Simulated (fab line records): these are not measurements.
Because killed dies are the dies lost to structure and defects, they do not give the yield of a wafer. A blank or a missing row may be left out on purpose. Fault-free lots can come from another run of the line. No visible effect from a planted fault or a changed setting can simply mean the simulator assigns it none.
The same fault as seen by 2 desks + flow berkeleyCmos170 + every desk sees just its own numbers, and what lay behind them comes last

METROLOGY DESK
Lot by lot, what the gauges showed, no matter which tool ran the lot: averages of those sampled wafers that carry a number. Any lot whose mean is over 4 standard deviations away from the usual mean is out of limits and marked OUT; that distance is given in the brackets.
Columns: A = cdNm at UCB170_M1_CD_MEAS_90, usual 698.9 nm
| lot  | first seen here | A     |
|------|-----------------|-------|
| L175 | day 8 16:09     | 698.2 |
| L173 | day 8 18:12     | 697.6 |
| L174 | day 8 18:25     | 699.4 |
| L177 | day 8 21:43     | 700.7 |
| L179 | day 9 15:49     | 698.7 |
| L178 | day 9 16:33     | 697.1 |
| L180 | day 9 21:25     | 699.4 |
| L181 | day 9 22:44     | 700.9 |
| L183 | day 10 07:16    | 698.2 |
| L189 | day 11 06:04    | 707.1 |
| L187 | day 11 11:41    | 706.8 |
| L195 | day 12 10:08    | 702.8 |
| L194 | day 12 14:27    | 697.6 |
| L196 | day 12 15:34    | 703.3 |
This desk's finding: nothing out of limits on any of the 14 lots.

THE TOOL OWNER'S DESK: rieMetal-02
The tool's own readings at UCB170_M1_METAL_ETCH_12 (etches Al in Cl2/BCl3, stops on PSG, target depth 780 nm, time 130 s): means of the sampled wafers that have a number, for each lot that ran on this tool. Any lot whose mean is over 4 standard deviations away from the usual mean is out of limits and marked OUT; that distance is given in the brackets.
Columns: A = chamberPressureMTorr at UCB170_M1_METAL_ETCH_12, usual 12.001 mTorr; B = drypumpMotorCurrentA at UCB170_M1_METAL_ETCH_12, usual 6.0 A; C = mfcCl2Sccm at UCB170_M1_METAL_ETCH_12, usual 90.05 sccm; D = oesProductAu at UCB170_M1_METAL_ETCH_12, usual 0.862 a.u.; E = runLengthS at UCB170_M1_METAL_ETCH_12, usual 158.5 s; F = throttleValvePct at UCB170_M1_METAL_ETCH_12, usual 24.55 %
| lot  | first seen here | A      | B   | C     | D                | E                       | F     |
|------|-----------------|--------|-----|-------|------------------|-------------------------|-------|
| L173 | day 8 17:40     | 12.004 | 5.8 | 90.02 | 0.862            | 158.5                   | 24.56 |
| L177 | day 8 21:28     | 12.005 | 5.3 | 89.87 | 0.851            | 158.3                   | 24.57 |
| L179 | day 9 15:35     | 11.995 | 5.3 | 90.13 | 0.852            | 158.3                   | 24.57 |
| L181 | day 9 22:25     | 11.997 | 6.2 | 89.98 | 0.878            | 158.4                   | 24.53 |
| L183 | day 10 06:40    | 11.984 | 6.3 | 90.11 | 0.887            | 158.2                   | 24.52 |
| L189 | day 11 05:49    | 11.991 | 5.8 | 89.76 | 1.009 (+6.7) OUT | 117.4 (-99 or more) OUT | 24.46 |
| L187 | day 11 11:27    | 11.993 | 5.7 | 90.16 | 1.009 (+6.7) OUT | 117.6 (-99 or more) OUT | 24.48 |
Finding of this desk: L187, L189 out of limits; the first was L189 at day 11 05:49, on oesProductAu at UCB170_M1_METAL_ETCH_12. In limits: L173, L177, L179, L181, L183.

PUT TOGETHER
At day 11 05:49, on L187, L189, the tool owner's desk was in a position to raise an alarm.
The metrology desk saw nothing out of limits.
The metrology desk has L187, L189 on record, within its limits.
On rieMetal-02, each named lot ran UCB170_M1_METAL_ETCH_12.

WHAT THE SIMULATOR HAD PUT IN
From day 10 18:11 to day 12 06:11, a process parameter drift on rieMetal-02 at UCB170_M1_METAL_ETCH_12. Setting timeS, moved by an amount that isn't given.
Shown lots that were struck: L187, L189.
Time in hours from fault onset to the first out-of-limits reading at each desk: the tool owner's desk, 12.
